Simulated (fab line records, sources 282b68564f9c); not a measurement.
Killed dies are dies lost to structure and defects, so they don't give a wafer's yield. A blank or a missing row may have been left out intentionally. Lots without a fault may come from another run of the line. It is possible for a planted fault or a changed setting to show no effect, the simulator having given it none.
A lot that was struck, set against a sound lot ; flow rit cmos ; 14 out of 202 route steps
Sound: the wafers L794.2, L794.4, L794.5. Wafers struck: L804.1, L804.5, L804.6. The cause is named last.
For every step that has rows: the tool of each side, followed by ch and its chambers, followed by its first start. Under that, the readings that differ: sound wafers ; struck wafers ; difference of the means ; sigmas: that difference in standard deviations of wafers without a fault.
alike: readings whose means differ by less than 2 such deviations, and words and numbers that are the same on both sides. not compared: withheld readings, readings that some wafer has no value for, bounds like >300 that may hide the same value, and numbers for which the record gives no deviation and whose values overlap.
The two part at a step that has a row with sigmas, a row that says differs or no value, or rows on one side only. Non-overlapping numbers with no deviation appear without sigmas and do not part them. A reading missing from all wafers of one side parts the sides only when that side holds two or more wafers.

first, 1 step without rows for these wafers: RIT_SILICIDE_WET_ETCH_00 (etches SiO2 in BOE, target depth 14 nm, time 15 s).
RIT_SILICIDE_SPUTTER_01: material Ti, target thk 30 nm, time 234.8 s.
  struck on pvd sputter-03, day 7 17:21; sound on pvd sputter-03, day 5 13:26
  alike: cathode dc power W, throttle valve pct
RIT_SILICIDE_RS_MEAS_02: measurement is done with a four-point probe.
  struck on film metro-03, day 7 17:30; sound on film metro-03, day 5 13:37
  alike: SILICIDE_TI_RS
RIT_SILICIDE_THK_MEAS_03: measures by xrf.
  struck on film metro-03, day 7 17:37; sound on film metro-03, day 5 13:43
  alike: SILICIDE_TI_THK
RIT_SILICIDE_RTA_04: time 10 s, ramp up 5 s, ramp down 5 s.
  sound on rtp anneal-02 ch 0, day 5 13:47; struck on rtp anneal-02 ch 0, day 7 17:41
  alike: wafer_temp_C_max
then, 1 step without rows for these wafers: RIT_SILICIDE_WET_ETCH_05 (etches Ti in SPM, time 120 s).
RIT_SILICIDE_RTA_06: time 10 s, ramp up 5 s, ramp down 10 s.
  sound on rtp anneal-01 ch 0, day 5 13:53; struck on rtp anneal-01 ch 0, day 7 17:47
  alike: wafer_temp_C_max
RIT_CONTACT_CVD_00: deposits SiO2 from TEOS, target thk 400 nm, time 61 s.
  sound on pecvd-03 ch 0,1, day 5 13:57; struck on pecvd-04 ch 0,1,2, day 7 17:52
  alike: heater power w
RIT_CONTACT_THK_MEAS_01:
  struck on film metro-04, day 7 17:55; sound on film metro-01, day 5 14:01
  alike: CONTACT_TEOS_THK
then, 3 steps without rows for these wafers: RIT_CONTACT_HMDS_02 (prime time 60 s); RIT_CONTACT_COAT_03 (resist thk 1000 nm); RIT_CONTACT_SOFTBAKE_04 (time 60 s).
RIT_CONTACT_EXPOSE_05: exposes mask M11, target cd 1000 nm.
  struck on iline stepper-02, day 7 18:25; sound on iline stepper-02 ch 0, day 5 14:39
  no value came back on the struck wafers for exposure dose mJ cm2, focus offset nm (nm); on the sound wafers exposure dose mJ cm2 reads 250.00 249.88 249.94
  alike: mask
after that, 1 step had no rows for these wafers: RIT_CONTACT_PEB_06.

== WHERE THEY PART ==
At RIT_CONTACT_EXPOSE_05 and nowhere else, as far as this record goes.

WHY: the cause the simulator had injected
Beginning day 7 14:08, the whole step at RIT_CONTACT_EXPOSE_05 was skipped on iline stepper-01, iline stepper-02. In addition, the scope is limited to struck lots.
